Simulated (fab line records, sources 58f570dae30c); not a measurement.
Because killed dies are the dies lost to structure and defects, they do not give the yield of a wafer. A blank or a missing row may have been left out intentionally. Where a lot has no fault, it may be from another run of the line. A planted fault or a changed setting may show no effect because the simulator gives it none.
fab line records | flow berkeleyCmos170
record lots=14 wafers=42 lastDay=11
route steps=331 shown ZERO@12 ACTIVE@63 M2@286
lots untouched by any fault: they come from a run of this same line in which no faults occurred
startH: hours from the record's first day to the start of the lot's first wafer shown | waitH: time in hours since the lot's previous step | " unchanged from the row above | L1.1+2: one row covering several wafers at once | - no value, or no start given | * or withheld: withheld | < > ~ a bound
route shown NAME@n: names a module that has steps shown in the file, with the first one's number in the route | usual: average and standard deviation across the fault-free wafers | same: alike in all rows | chamber/n: place in a boat | sites: the reading at each site | _std_site: their standard deviation | _edge_site: the outer-site mean with the inner-site mean subtracted | radiusMm: for every site, how far away it sits from the centre of the wafer | mask NAME#n: copy n | behind: the tool/chamber that last shaped the wafer | hold: cause of the lot's hold/its duration in hours/its outcome | device: the n, p or np transistor that did not switch | end of line: the tests these same wafers got at the end of their route | a step without rows: its recipe alone | killed: dies lost to structure and defects at the first sort, not the wafer's yield | map: the dies of a wafer, with x for killed, . for not killed, _ for no die there
set.NAME: the run value of the setting; set.NAME@STEP: its run value at that earlier step | model.NAME: the simulator's own value behind a step, which no gauge read
the route's steps for a sample of lots (tables are steps, rows are wafers)
services: the hour from which a tool's chamber was out of use, counted from the record's first day as startH (under 0 if before that day), plus the number of hours and why
## steps
# step UCB170_ZERO_ETCH_06
# recipe chemistry=CHF3/CF4/Ar target=SiO2 timeS=12 pressureMtorr=100 rfW=500 CHF3_flow_sccm=50 cf4FlowSccm=10 Ar_flow_sccm=120 overEtchFrac=1.58
# usual drypumpMotorCurrentA=5.6/0.32 mfcArSccm=120.0/0.36 oesProductAu=0.613/0.012 overEtchFrac=1.58/0 throttleValvePct=9.22/0.16
# columns lot.wafer tool chamber startH waitH drypumpMotorCurrentA mfcArSccm oesProductAu overEtchFrac rfHoursCounterH throttleValvePct
L648.2 rieDiel-04 0 16.99 - 5.3 120.2 0.636 1.58 111 9.03
L648.3 " 1 " " 5.5 119.6 0.597 1.58 30 9.15
L648.6 " 1 " " 5.5 119.3 0.589 1.58 - 9.16
L649.2 rieDiel-02 3 22.55 - 5.8 120.1 0.611 1.58 89 9.23
L649.3 " 0 " " 6.0 119.6 0.618 1.58 55 9.47
L649.6 " 1 " " 5.3 120.7 0.622 1.58 - 9.22
L650.3 rieDiel-03 1 31.18 - 5.3 119.8 0.628 1.58 13 9.04
L650.5 " 1 " " 5.4 120.5 0.624 1.58 - 9.02
L650.6 " 2 " " 5.4 119.9 0.598 1.58 - 9.26
L651.1 rieDiel-04 2 33.09 - 6.0 119.8 0.615 1.58 7 9.03
L651.2 " 0 " " 5.3 120.1 0.624 1.58 111 9.01
L651.5 " 2 " " 6.0 119.7 0.618 1.58 - 9.03
L652.2 rieDiel-02 3 39.13 - 5.8 120.1 0.604 1.58 90 9.23
L652.4 " 2 " " 5.4 119.5 0.601 1.58 111 9.05
L652.6 " 2 " " 5.4 119.8 0.604 1.58 - 9.05
L655.1 rieDiel-02 1 55.53 - 5.3 119.7 0.618 1.58 92 9.21
L655.2 " 2 " " 5.4 119.9 0.618 1.4615 112 9.05
L655.6 " 3 " " 5.8 120.6 0.607 1.58 - 9.24
L657.2 rieDiel-03 0 64.20 - 6.0 120.4 0.606 1.58 9 9.27
L657.4 " 3 " " 4.9 120.0 0.634 1.58 128 9.23
L657.5 " 2 " " 5.5 119.7 0.602 1.58 - 9.29
L659.1 rieDiel-02 3 74.79 - 5.8 119.8 0.603 1.58 92 9.24
L659.3 " 2 " " 5.4 120.0 0.606 1.4615 113 9.04
L659.4 " 1 " " 5.3 120.0 0.612 1.58 93 9.22
L660.2 rieDiel-04 2 81.70 - 6.0 120.2 0.620 1.58 9 9.04
L660.4 " 1 " " 5.5 119.4 0.594 1.58 33 9.15
L660.5 " 3 " " 5.7 119.7 0.598 1.58 - 9.51
L665.1 rieDiel-04 0 104.91 - 5.3 120.3 0.628 1.58 114 9.04
L665.2 " 2 " " 6.0 119.5 0.611 1.58 10 9.04
L665.5 " 3 " " 5.7 120.8 0.601 1.58 - 9.52
L666.1 rieDiel-03 2 110.75 - 5.5 120.0 0.601 1.58 162 9.28
L666.3 " 3 " " 4.9 120.0 0.639 1.58 130 9.22
L666.6 " 2 " " 5.5 119.6 0.608 1.58 - 9.26
L667.1 rieDiel-03 0 112.82 - 6.0 120.0 0.604 1.58 12 9.28
L667.3 " 3 " " 4.9 120.6 0.634 1.58 130 9.22
L667.6 " 1 " " 5.3 120.4 0.627 1.58 - 9.02
L670.2 rieDiel-04 1 129.76 - 5.5 119.9 0.596 1.58 35 9.14
L670.4 " 1 " " 5.5 118.7 0.601 1.58 - 9.15
L670.5 " 0 " " 5.3 119.7 0.630 1.58 - 9.03
L671.1 rieDiel-03 1 136.28 - 5.4 120.2 0.631 1.58 18 9.03
L671.3 " 0 " " 6.1 119.6 0.614 1.58 13 9.28
L671.5 " 3 " " 4.9 120.0 0.632 1.58 - 9.22
# step UCB170_ACTIVE_THK_MEAS_03
# recipe reads=SiO2_of_ACTIVE_OXIDATION_02
# usual ACTIVE_OXIDE_THK=26.4/0.55
# columns lot.wafer tool chamber startH waitH ACTIVE_OXIDE_THK[nm]
L648.2 filmMetro-03 - 66.51 0.0 26.5
L648.3 " - " " 27.0
L648.6 " - " " 26.6
L649.2 filmMetro-03 - 74.48 0.0 26.5
L649.3 " - " " 26.6
L649.6 " - " " 26.3
L650.3 filmMetro-04 - 76.48 0.0 27.0
L650.5 " - " " 27.1
L650.6 " - " " 27.4
L651.1 filmMetro-02 - 87.18 0.0 26.0
L651.2 " - " " 26.0
L651.5 " - " " 26.4
L652.2 filmMetro-04 - 87.19 0.0 26.1
L652.4 " - " " 26.1
L652.6 " - " " 26.2
L655.1 filmMetro-03 - 110.64 0.0 26.6
L655.2 " - " " 26.2
L655.6 " - " " 26.5
L657.2 filmMetro-02 - 113.34 0.0 26.1
L657.4 " - " " 26.4
L657.5 " - " " 26.2
L659.1 filmMetro-03 - 121.37 0.0 26.3
L659.3 " - " " 26.1
L659.4 " - " " 26.2
L660.2 filmMetro-03 - 127.19 0.1 25.8
L660.4 " - " " 25.8
L660.5 " - " " 25.7
L665.1 filmMetro-04 - 145.06 0.1 26.5
L665.2 " - " " 26.1
L665.5 " - " " 26.5
L666.1 filmMetro-02 - 159.05 0.0 26.6
L666.3 " - " " 27.0
L666.6 " - " " 27.6
L667.1 filmMetro-03 - 159.05 0.0 26.7
L667.3 " - " " 26.8
L667.6 " - " " 26.8
L670.2 filmMetro-03 - 173.94 0.0 26.3
L670.4 " - " " 26.3
L670.5 " - " " 26.1
L671.1 filmMetro-02 - 179.82 0.0 26.5
L671.3 " - " " 27.3
L671.5 " - " " 27.2
# step UCB170_ACTIVE_CD_MEAS_90
# recipe targetCdNm=1200
# usual cdNm=1199.7/1.5
# columns lot.wafer tool chamber startH waitH cdNm
L648.2 cdSem-01 - 76.14 0.1 1199.4
L648.3 " - " " 1199.1
L648.6 " - " " 1198.6
L649.2 cdSem-01 - 82.96 0.1 1197.8
L649.3 " - " " 1195.8
L649.6 " - " " 1198.0
L650.3 cdSem-02 - 83.22 0.1 1202.5
L650.5 " - " " 1203.1
L650.6 " - " " 1202.8
L652.2 cdSem-02 - 96.11 0.1 1197.7
L652.4 " - " " 1197.7
L652.6 " - " " 1199.6
L651.1 cdSem-02 - 96.32 0.1 1199.9
L651.2 " - " " 1200.4
L651.5 " - " " 1200.1
L655.1 cdSem-01 - 118.27 0.1 1201.5
L655.2 " - " " 1200.6
L655.6 " - " " 1200.0
L657.2 cdSem-02 - 119.83 0.1 1196.2
L657.4 " - " " 1199.1
L657.5 " - " " 1198.7
L659.1 cdSem-01 - 128.84 0.1 1200.0
L659.3 " - " " 1199.9
L659.4 " - " " 1200.0
L660.2 cdSem-02 - 135.81 0.2 1201.9
L660.4 " - " " 1201.4
L660.5 " - " " 1202.6
L665.1 cdSem-02 - 151.22 0.1 1201.3
L665.2 " - " " 1201.8
L665.5 " - " " 1201.4
L666.1 cdSem-02 - 164.97 0.1 1197.0
L666.3 " - " " 1199.3
L666.6 " - " " 1200.4
L667.1 cdSem-01 - 165.09 0.1 1199.5
L667.3 " - " " 1199.8
L667.6 " - " " 1197.8
L670.2 cdSem-01 - 180.70 0.1 1200.3
L670.4 " - " " 1198.4
L670.5 " - " " 1199.5
L671.1 cdSem-01 - 187.36 0.1 1199.7
L671.3 " - " " 1199.5
L671.5 " - " " 1200.6
# step UCB170_M2_CD_MEAS_15
# recipe targetCdNm=700
# usual cdNm=699.7/1.5
# columns lot.wafer tool chamber startH waitH cdNm
L649.2 cdSem-01 - 153.47 - 699.3
L649.3 " - " " 697.6
L649.6 " - " " 698.0
L648.2 cdSem-01 - 157.52 - 700.6
L648.3 " - " " 701.2
L648.6 " - " " 702.5
L650.3 cdSem-02 - 158.07 - 702.1
L650.5 " - " " 702.8
L650.6 " - " " 703.0
L651.1 cdSem-01 - 168.80 - 698.3
L651.2 " - " " 699.2
L651.5 " - " " 697.7
L652.2 cdSem-02 - 169.16 - 698.5
L652.4 " - " " 699.2
L652.6 " - " " 696.4
L655.1 cdSem-02 - 199.91 - 700.1
L655.2 " - " " 699.0
L655.6 " - " " 700.5
L657.2 cdSem-01 - 200.84 - 699.3
L657.4 " - " " 698.4
L657.5 " - " " 698.4
L659.1 cdSem-01 - 207.50 - 701.4
L659.3 " - " " 700.3
L659.4 " - " " 699.9
L660.2 cdSem-01 - 212.61 - 700.3
L660.4 " - " " 700.5
L660.5 " - " " 700.1
L665.1 cdSem-01 - 228.29 - 701.0
L665.2 " - " " 700.2
L665.5 " - " " 701.6
L666.1 cdSem-01 - 239.06 - 698.6
L666.3 " - " " 699.9
L666.6 " - " " 700.1
L667.1 cdSem-01 - 239.47 - 698.6
L667.3 " - " " 698.7
L667.6 " - " " 698.4
L671.1 cdSem-01 - 262.20 - 700.9
L671.3 " - " " 699.5
L671.5 " - " " 700.1
L670.2 cdSem-02 - 262.89 - 700.2
L670.4 " - " " 698.3
L670.5 " - " " 699.6
## services
# columns tool chamber startH hours kind
rieDiel-02 3 7.22 2.6 repair
rieDiel-03 1 23.70 4.8 repair
rieDiel-03 1 70.54 27.4 repair
rieDiel-02 0 88.29 3.7 repair
rieDiel-03 2 122.42 - clean
rieDiel-03 2 122.42 24.0 scheduledDown
rieDiel-03 2 122.42 24.0 ventCycle
rieDiel-04 2 126.02 7.5 repair
rieDiel-04 1 131.23 8.4 repair
## key
firstSign step=UCB170_ZERO_ETCH_06 reading=overEtchFrac direction=down sigmas=99+ usual=1.58 struck=1.4615
effect none on later readings
metAt UCB170_ZERO_ETCH_06
struckLots L655,L659
struckWafers L655.2,L659.3
testerLeftOut L655,L659
notActingAt UCB170_ACTIVE_THK_MEAS_03,UCB170_ACTIVE_CD_MEAS_90,UCB170_M2_CD_MEAS_15
onsetBetween 39.13 55.53
fault kind=processParameterDrift tool=rieDiel-02 chamber=2 onsetH=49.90 steps=UCB170_ZERO_ETCH_06 channel=overEtchFrac offset=-0.11845 shape=step endH=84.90 actsIn=theseRecipesOnly stated=1.58
# testerLeftOut: of these lots the tester's yield and bins aren't shown, on N5 and GAA mostly nor the transistor test; their killed dies are dies lost to structure and defects alone, not to doping, threshold or leakage, so they don't give the yield
